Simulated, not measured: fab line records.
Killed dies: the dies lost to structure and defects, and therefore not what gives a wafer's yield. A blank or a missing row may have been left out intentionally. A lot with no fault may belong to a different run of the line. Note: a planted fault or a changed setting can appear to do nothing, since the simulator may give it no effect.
Matching of chambers | flow berkeley-cmos170 | UCB170_NWELL_WET_ETCH_18 on wet-bench-02: 3 sister chambers
The step etches Si3N4 in H3PO4, time 14400 s. 3 wafers are shown with their chamber, then 8 later ones without.

== EACH WAFER AND ITS CHAMBER ==
wafer  | chamber | bath-heat-duty-pct (%)
L204.6 | 1       | 22.6
L208.6 | 0       | 30.0
L212.3 | 3       | 25.1

== WAFERS WITHOUT THEIR CHAMBER ==
wafer  | bath-heat-duty-pct (%)
L212.5 | 26.0
L212.6 | 27.4
L217.2 | 24.7
L217.5 | 22.0
L217.6 | 21.7
L220.3 | 26.9
L220.5 | 25.5
L220.6 | 27.2

== THE CHAMBER EACH PASSED THROUGH ==
wafer  | from the rows above          | in truth
L212.5 | can't be placed: 3 or 1      | 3
L212.6 | can't be placed: 3 or 0 or 1 | 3
L217.2 | can't be placed: 3 or 1      | 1
L217.5 | can't be placed: 1 or 3      | 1
L217.6 | can't be placed: 1 or 3      | 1
L220.3 | can't be placed: 3 or 0 or 1 | 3
L220.5 | can't be placed: 3 or 1      | 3
L220.6 | can't be placed: 3 or 0 or 1 | 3
0 of 8 placed correctly. These rows do not allow placing 8 (true chamber among the candidates in 8). Placed wrongly: 0.
How it was worked out, from the rows above alone: a wafer's distance from a chamber is the root of the sum, over the readings, of the square of ((its reading less the chamber's mean) divided by the reading's scatter). If the next closest chamber is less than 2 further off than the closest, the wafer can't be placed; otherwise it belongs to the closest. Each chamber's mean is taken over the wafers shown for it. The scatter: with one shown wafer a chamber, the root of the mean of the squares of how far each hidden wafer lies from its nearest shown one.
